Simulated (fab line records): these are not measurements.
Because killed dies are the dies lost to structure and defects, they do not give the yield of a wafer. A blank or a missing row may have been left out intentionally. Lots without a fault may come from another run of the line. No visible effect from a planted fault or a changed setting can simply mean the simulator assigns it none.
One fault seen from 2 desks / flow rit-cmos / each desk has only its own numbers; what lay behind them comes last

== FROM THE METROLOGY DESK ==
Lot by lot, what the gauges showed, no matter which tool ran the lot: averages of those sampled wafers that carry a number. Marked OUT: a lot whose mean sits more than 4 standard deviations from the usual mean, which makes it out of limits; the brackets give that distance.
Columns: A = REOX_OXIDE_THK at RIT_REOX_THK_MEAS_04, usual 25.4 nm
lot=L907; first seen here=day 3 02:50; A=25.2
lot=L908; first seen here=day 3 07:18; A=25.5
lot=L909; first seen here=day 3 07:18; A=24.8
lot=L912; first seen here=day 3 23:17; A=25.3
lot=L914; first seen here=day 4 05:41; A=25.5
lot=L916; first seen here=day 5 02:13; A=24.5
lot=L917; first seen here=day 5 07:25; A=25.2
lot=L919; first seen here=day 5 21:10; A=27.3
lot=L920; first seen here=day 6 03:17; A=26.0
lot=L923; first seen here=day 6 13:49; A=25.3
lot=L924; first seen here=day 6 21:29; A=25.5
lot=L925; first seen here=day 6 21:33; A=28.1 (+5.1) OUT
lot=L929; first seen here=day 7 15:10; A=25.3
lot=L930; first seen here=day 7 17:48; A=25.2
Per this desk, out of limits: L925; the first was L925, day 6 21:33 (REOX_OXIDE_THK at RIT_REOX_THK_MEAS_04). In limits: L907, L908, L909, L912, L914, L916, L917, L919, L920, L923, L924, L929, L930.

== AT THE TOOL OWNER'S DESK: furnace-03 ==
The tool's own readings at RIT_REOX_OXIDATION_03 (target thk 25.2 nm, ox time 5580 s): means of the sampled wafers that have a number, for each lot that ran on this tool. Marked OUT: a lot whose mean sits more than 4 standard deviations from the usual mean, which makes it out of limits; the brackets give that distance.
Columns: A = spike-tc-centre-C at RIT_REOX_OXIDATION_03, usual 902.0 C; B = spike-tc-load-C at RIT_REOX_OXIDATION_03, usual 927.2 C; C = spike-tc-source-C at RIT_REOX_OXIDATION_03, usual 923.3 C; D = tube-center-temp-C at RIT_REOX_OXIDATION_03, usual 900 C; E = tube_center_temp_C_max at RIT_REOX_OXIDATION_03, usual 902.3; F = zone-power-load-pct at RIT_REOX_OXIDATION_03, usual 29.4 %
lot=L914; first seen here=day 4 03:07; A=904.3; B=927.7; C=923.4; D=900; E=902.6; F=28.3
lot=L916; first seen here=day 4 23:40; A=904.0; B=928.3; C=922.3; D=900; E=902.4; F=27.9
lot=L917; first seen here=day 5 04:50; A=904.2; B=927.0; C=922.9; D=900; E=902.3; F=28.2
lot=L919; first seen here=day 5 18:37; A=910.9 (+5.9) OUT; B=936.7 (+8.6) OUT; C=931.8 (+6.1) OUT; D=908 (+99 or more) OUT; E=910.8 (+19) OUT; F=28.8
lot=L925; first seen here=day 6 18:59; A=911.0 (+6.0) OUT; B=936.4 (+8.3) OUT; C=929.7 (+4.6) OUT; D=908 (+99 or more) OUT; E=910.3 (+18) OUT; F=28.8
This desk's finding: out of limits on L919, L925; first on L919, day 5 18:37 (spike-tc-centre-C at RIT_REOX_OXIDATION_03). In limits: L914, L916, L917.

== TAKEN TOGETHER ==
The tool owner's desk had the chance to raise an alarm at day 5 18:37 on L919, L925.
L925 would have let the metrology desk raise an alarm at day 6 21:33.
The metrology desk has L919 on record, within its limits.
All the named lots went through RIT_REOX_OXIDATION_03 on furnace-03.

== WHAT HAD BEEN PUT IN BY THE SIMULATOR ==
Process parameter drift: furnace-03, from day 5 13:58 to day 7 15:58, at RIT_REOX_OXIDATION_03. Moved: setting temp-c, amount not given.
Struck lots among those shown: L919, L925.
Time in hours from fault onset to the first out-of-limits reading at each desk: tool owner's desk 5, metrology desk 32.
